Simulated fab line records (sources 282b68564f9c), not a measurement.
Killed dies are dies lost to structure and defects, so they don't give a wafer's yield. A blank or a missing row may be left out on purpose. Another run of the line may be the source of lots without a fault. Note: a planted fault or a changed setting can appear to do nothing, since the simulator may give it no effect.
Which tool is to blame? :: flow rit-cmos :: 8 lots with 24 wafers sampled at 2 steps, on a route of 202 steps

== WHAT THE GAUGES READ, wafer by wafer ==
RIT_NWELL_OVL_MEAS_06.
lot: L338
measured: day 2 11:30
on: overlay-02
NWELL_OVL (nm): -2.0 0.1 -0.1

lot: L340
measured: day 2 20:29
on: overlay-01
NWELL_OVL (nm): 1.6 0.0 0.1

lot: L342
measured: day 3 05:13
on: overlay-01
NWELL_OVL (nm): 0.3 1.0 -0.4

lot: L345
measured: day 3 21:41
on: overlay-01
NWELL_OVL (nm): 0.8 0.8 0.3

lot: L349
measured: day 4 14:03
on: overlay-02
NWELL_OVL (nm): -150.1 -149.3 -150.4

lot: L352
measured: day 5 09:52
on: overlay-01
NWELL_OVL (nm): -149.4 -150.0 -148.1

lot: L355
measured: day 5 21:11
on: overlay-02
NWELL_OVL (nm): -1.4 -2.1 -0.1

lot: L357
measured: day 6 06:19
on: overlay-02
NWELL_OVL (nm): 3.4 2.6 4.1

== WHAT TOOL EACH LOT RAN ON (gives the tool, then ch and the chambers of the sampled wafers, and finally the start) ==
lot: L338
RIT_NWELL_EXPOSE_03: iline-stepper-01 ch 0, day 2 11:05

lot: L340
RIT_NWELL_EXPOSE_03: iline-stepper-02 ch 0, day 2 20:01

lot: L342
RIT_NWELL_EXPOSE_03: iline-stepper-01 ch 0, day 3 04:47

lot: L345
RIT_NWELL_EXPOSE_03: iline-stepper-02 ch 0, day 3 21:11

lot: L349
RIT_NWELL_EXPOSE_03: iline-stepper-02 ch 0, day 4 13:38

lot: L352
RIT_NWELL_EXPOSE_03: iline-stepper-02 ch 0, day 5 09:26

lot: L355
RIT_NWELL_EXPOSE_03: iline-stepper-01 ch 0, day 5 20:45

lot: L357
RIT_NWELL_EXPOSE_03: iline-stepper-01 ch 0, day 6 05:54
- RIT_NWELL_EXPOSE_03: exposes mask M2, target cd 43900 nm.

== THE ANSWER, worked out from the rows above alone ==
Rule: the lots themselves supply what counts as usual. The widest of any qualifying gaps counts: lots, ordered by their means at a reading, are off when they make up no more than a third of the lots, leave a main group of 4 or more, and stand apart from it by 3 or more times the standard deviation of that group's means. The tables above print the reading to a certain number of digits; a main group whose means all agree to those digits is not used. A lot without any number at a reading at which 4 lots or more have one is off too. Any other lot the step has rows for is counted as sound.
Off: L349, L352, seen at RIT_NWELL_OVL_MEAS_06 (NWELL_OVL). Mean 0.5 nm and standard deviation 1.4 in the main group.
A tool fits if, at a process step before that reading, it ran every lot that is off, and no sound lot after the first of them. Those tools and the gauges at RIT_NWELL_OVL_MEAS_06 are tried in the same way. One candidate fits, namely iline-stepper-02 at RIT_NWELL_EXPOSE_03. A fault onset in the window from L345 (day 3 21:11, its last sound lot) to L349 (day 4 13:38, its first lot off) fits.

== WHAT HAD BEEN PUT IN BY THE SIMULATOR ==
Scanner matching overlay: iline-stepper-02, from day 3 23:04 on, at RIT_NWELL_EXPOSE_03. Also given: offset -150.
Shown lots that were struck: L349, L352. The rule above found the same.
